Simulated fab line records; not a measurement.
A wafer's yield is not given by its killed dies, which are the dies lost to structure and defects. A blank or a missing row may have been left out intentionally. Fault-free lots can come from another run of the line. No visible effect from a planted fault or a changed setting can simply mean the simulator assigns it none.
Split-lot trial / flow berkeley cmos170 / 23 wafers read across 5 lots, on a route 331 steps long

== SPLIT DETAILS ==
At UCB170_NVT_COAT_01 (resist thk 900 nm), the setting resist thk nm was moved away from the recipe's 900 nm on 8 of the 23 wafers read, by -1.6% to +3.8%. All remaining wafers had this setting at the recipe value.

The reading comes from the split's own step.

== THE READING ==
KrF_of_NVT_COAT_01.thk nm (the simulator's own value, which no gauge read), in nm, at UCB170_NVT_COAT_01 (resist thk 900 nm). The file does not state a usual value for it. Average 899.0 nm, standard deviation 3 nm, over the 15 wafers here run with the recipe.

wafer=L076.1; tool, chamber at the split=litho track-04, 0; resist thk nm as run, nm=933.8; against the recipe=+3.8%; KrF_of_NVT_COAT_01.thk nm, nm=930.9; against lot-mates on the recipe=+36.0
wafer=L076.2; tool, chamber at the split=litho track-04, 0; resist thk nm as run, nm=933.8; against the recipe=+3.8%; KrF_of_NVT_COAT_01.thk nm, nm=933; against lot-mates on the recipe=+38.1
wafer=L076.3; tool, chamber at the split=litho track-04, 0; resist thk nm as run, nm=933.8; against the recipe=+3.8%; KrF_of_NVT_COAT_01.thk nm, nm=931.5; against lot-mates on the recipe=+36.6
wafer=L076.4; tool, chamber at the split=litho track-04, 0; resist thk nm as run, nm=900; against the recipe=recipe; KrF_of_NVT_COAT_01.thk nm, nm=894.2; against lot-mates on the recipe=-
wafer=L076.5; tool, chamber at the split=litho track-04, 0; resist thk nm as run, nm=900; against the recipe=recipe; KrF_of_NVT_COAT_01.thk nm, nm=895.5; against lot-mates on the recipe=-
wafer=L082.1; tool, chamber at the split=litho track-04, 0; resist thk nm as run, nm=900; against the recipe=recipe; KrF_of_NVT_COAT_01.thk nm, nm=903.3; against lot-mates on the recipe=-
wafer=L082.2; tool, chamber at the split=litho track-04, 0; resist thk nm as run, nm=885.9; against the recipe=-1.6%; KrF_of_NVT_COAT_01.thk nm, nm=888.8; against lot-mates on the recipe=-13.6
wafer=L082.3; tool, chamber at the split=litho track-04, 0; resist thk nm as run, nm=885.9; against the recipe=-1.6%; KrF_of_NVT_COAT_01.thk nm, nm=888.3; against lot-mates on the recipe=-14.1
wafer=L082.5; tool, chamber at the split=litho track-04, 0; resist thk nm as run, nm=900; against the recipe=recipe; KrF_of_NVT_COAT_01.thk nm, nm=901.5; against lot-mates on the recipe=-
wafer=L082.6; tool, chamber at the split=litho track-04, 0; resist thk nm as run, nm=885.9; against the recipe=-1.6%; KrF_of_NVT_COAT_01.thk nm, nm=886.2; against lot-mates on the recipe=-16.2
wafer=L085.1; tool, chamber at the split=litho track-04, 0; resist thk nm as run, nm=900; against the recipe=recipe; KrF_of_NVT_COAT_01.thk nm, nm=901.1; against lot-mates on the recipe=-
wafer=L085.3; tool, chamber at the split=litho track-04, 0; resist thk nm as run, nm=900; against the recipe=recipe; KrF_of_NVT_COAT_01.thk nm, nm=902.1; against lot-mates on the recipe=-
wafer=L085.5; tool, chamber at the split=litho track-04, 0; resist thk nm as run, nm=900; against the recipe=recipe; KrF_of_NVT_COAT_01.thk nm, nm=902.1; against lot-mates on the recipe=-
wafer=L085.4; tool, chamber at the split=litho track-04, 0; resist thk nm as run, nm=900; against the recipe=recipe; KrF_of_NVT_COAT_01.thk nm, nm=899.9; against lot-mates on the recipe=-
wafer=L085.6; tool, chamber at the split=litho track-04, 0; resist thk nm as run, nm=900; against the recipe=recipe; KrF_of_NVT_COAT_01.thk nm, nm=903.7; against lot-mates on the recipe=-
wafer=L084.2; tool, chamber at the split=litho track-02, 0; resist thk nm as run, nm=900; against the recipe=recipe; KrF_of_NVT_COAT_01.thk nm, nm=897.6; against lot-mates on the recipe=-
wafer=L084.3; tool, chamber at the split=litho track-02, 0; resist thk nm as run, nm=900; against the recipe=recipe; KrF_of_NVT_COAT_01.thk nm, nm=897.5; against lot-mates on the recipe=-
wafer=L084.4; tool, chamber at the split=litho track-02, 0; resist thk nm as run, nm=900; against the recipe=recipe; KrF_of_NVT_COAT_01.thk nm, nm=898.4; against lot-mates on the recipe=-
wafer=L083.1; tool, chamber at the split=litho track-02, 0; resist thk nm as run, nm=900; against the recipe=recipe; KrF_of_NVT_COAT_01.thk nm, nm=895.7; against lot-mates on the recipe=-
wafer=L083.2; tool, chamber at the split=litho track-02, 0; resist thk nm as run, nm=918.9; against the recipe=+2.1%; KrF_of_NVT_COAT_01.thk nm, nm=913.6; against lot-mates on the recipe=+17.4
wafer=L083.3; tool, chamber at the split=litho track-02, 0; resist thk nm as run, nm=900; against the recipe=recipe; KrF_of_NVT_COAT_01.thk nm, nm=898; against lot-mates on the recipe=-
wafer=L083.4; tool, chamber at the split=litho track-02, 0; resist thk nm as run, nm=918.9; against the recipe=+2.1%; KrF_of_NVT_COAT_01.thk nm, nm=914.1; against lot-mates on the recipe=+17.9
wafer=L083.6; tool, chamber at the split=litho track-02, 0; resist thk nm as run, nm=900; against the recipe=recipe; KrF_of_NVT_COAT_01.thk nm, nm=895; against lot-mates on the recipe=-

FIT RESULTS
A straight line over all 23 wafers: KrF_of_NVT_COAT_01.thk nm changes by +8.24 nm for each +1% of resist thk nm; r = +0.98; the points scatter about the line by 2.9 nm.
The same after taking each lot's own level away (the mean of its wafers on the recipe; 23 wafers): +9.56 nm for each +1%; r = +1.00; scatter 1.3 nm.
The reading moves by 36 nm for the largest change in resist thk nm, on that fit.
The lots' own levels span 894.85 to 902.40 nm, that is 2.5 times the standard deviation above.
Thus the slope moves with the lot-to-lot level: the two fits are different.
Check: for one of the wafers moved furthest among these (+3.8%), held out of the fit, the line's prediction against its lot-mates is +35.8 nm. It came out at +36 nm against them.

== OTHER SPLITS APPLIED TO THESE WAFERS ==
Before the reading, these wafers also passed through other splits. Each is held against what the fit with the lots' levels taken away leaves over:
other split on the same wafers=UCB170_START_OXIDATION_02 temp c; wafers away from the commonest value=15; r with KrF_of_NVT_COAT_01.thk nm (lot level and that fit taken away)=-0.18
other split on the same wafers=UCB170_PWELL_COAT_08 spin rpm; wafers away from the commonest value=4; r with KrF_of_NVT_COAT_01.thk nm (lot level and that fit taken away)=-0.19
other split on the same wafers=UCB170_PWELL_IMPLANT_15 dose cm2; wafers away from the commonest value=7; r with KrF_of_NVT_COAT_01.thk nm (lot level and that fit taken away)=+0.13
other split on the same wafers=UCB170_ACTIVE_OXIDATION_02 ox time s; wafers away from the commonest value=18; r with KrF_of_NVT_COAT_01.thk nm (lot level and that fit taken away)=-0.35
other split on the same wafers=UCB170_ACTIVE_ETCH_15 time s; wafers away from the commonest value=4; r with KrF_of_NVT_COAT_01.thk nm (lot level and that fit taken away)=-0.25
other split on the same wafers=UCB170_PFIELD_IMPLANT_07 energy kev; wafers away from the commonest value=9; r with KrF_of_NVT_COAT_01.thk nm (lot level and that fit taken away)=+0.13

== THE WHOLE CHAIN: every reading that the file lists as answering this split, in the file's order ==
step=UCB170_NVT_COAT_01; what it does=resist thk 900 nm; reading=KrF_of_NVT_COAT_01.thk nm (the simulator's own value, which no gauge read); change (the file's fit)=+9.47 nm for each +1% of the setting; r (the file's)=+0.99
step=UCB170_NVT_STRIP_08; what it does=strips in O2; reading=strip time to endpoint s; change (the file's fit)=withheld for each +1% of the setting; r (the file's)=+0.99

== THE FILE'S OWN FIT ==
KrF_of_NVT_COAT_01.thk nm changes by +9.47 nm for each +1% of resist thk nm, r = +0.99.
